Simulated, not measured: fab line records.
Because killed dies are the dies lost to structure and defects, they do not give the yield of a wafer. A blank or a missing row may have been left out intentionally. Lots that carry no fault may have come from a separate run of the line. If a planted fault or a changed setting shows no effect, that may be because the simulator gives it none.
One fault seen from 2 desks    flow ritCmos    what lay behind the numbers comes last; until then each desk has only its own

## THE TOOL OWNER'S DESK: implanter-01
The tool's own readings at RIT_PWELL_IMPLANT_08: means of the sampled wafers that have a number, for each lot that ran on this tool. Any lot whose mean is over 4 standard deviations away from the usual mean is out of limits and marked OUT; that distance is given in the brackets.
Columns: A = doseIonsCm2 at RIT_PWELL_IMPLANT_08, usual 7.001e+13; B = faradayCurrentUA at RIT_PWELL_IMPLANT_08, usual 222
lot   first seen here  A                            B
L746  day 2 13:24      6.994e+13                    224
L748  day 2 23:22      7.004e+13                    226
L751  day 3 14:17      8.119e+13 (+99 or more) OUT  258 (+7.7) OUT
L753  day 4 01:47      8.123e+13 (+99 or more) OUT  256 (+7.3) OUT
L764  day 6 09:08      7.007e+13                    225
L766  day 6 20:50      7.007e+13                    219
This desk's finding: out of limits on L751, L753; first on L751, day 3 14:17 (doseIonsCm2 at RIT_PWELL_IMPLANT_08). In limits: L746, L748, L764, L766.

## THE METROLOGY DESK
Means of the sampled wafers that have a number, per lot and without regard to the tool the lot ran on: this is what the gauges read. Any lot whose mean is over 4 standard deviations away from the usual mean is out of limits and marked OUT; that distance is given in the brackets.
Columns: A = PWELL_TW at RIT_PWELL_TW_MEAS_10, usual 958; B = PWELL_RS at RIT_WELLDRIVE_RS_MEAS_02, usual 429.3 ohm/sq; C = GATE_OXIDE_THK at RIT_GATE_THK_MEAS_07, usual 3.01 nm; D = GATE_OVL at RIT_GATE_OVL_MEAS_17, usual 0.7 nm
lot   first seen here  A                B                C     D
L743  day 1 22:34      952              428.5            3.03  2.8
L744  day 2 04:06      943              430.3            3.10  0.1
L745  day 2 09:20      970              427.7            2.95  0.6
L746  day 2 13:44      969              428.5            2.99  -0.3
L747  day 2 19:02      947              429.1            2.97  0.4
L748  day 2 23:41      961              429.0            3.00  1.2
L749  day 3 04:28      962              429.0            2.98  1.0
L751  day 3 14:37      988              392.0 (-34) OUT  3.01  0.8
L753  day 4 02:06      1001 (+5.0) OUT  392.5 (-33) OUT  2.96  0.8
L759  day 5 12:02      954              430.6            3.14  1.3
L762  day 6 04:02      970              429.1            3.08  -1.3
L764  day 6 09:28      950              428.7            2.96  1.6
L765  day 6 16:25      967              430.6            2.96  3.0
L766  day 6 21:07      959              428.0            3.04  0.6
This desk's result: L751, L753 out of limits, first on L751 (PWELL_RS at RIT_WELLDRIVE_RS_MEAS_02), day 3 20:20. In limits: L743, L744, L745, L746, L747, L748, L749, L759, L762, L764, L765, L766.

## ALL TOGETHER
The tool owner's desk had the chance to raise an alarm at day 3 14:17 on L751, L753.
On L751, L753, the metrology desk was in a position to raise an alarm at day 3 20:20.
The lots listed all ran RIT_PWELL_IMPLANT_08 on implanter-01.

## WHAT THE SIMULATOR HAD INSERTED
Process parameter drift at RIT_PWELL_IMPLANT_08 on implanter-01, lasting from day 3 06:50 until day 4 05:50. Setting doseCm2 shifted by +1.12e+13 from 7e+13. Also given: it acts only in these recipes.
Shown lots that were struck: L751, L753.
Delay (hours) between the fault's onset and each desk's first out-of-limits reading: 7 at the tool owner's desk, 14 at the metrology desk.
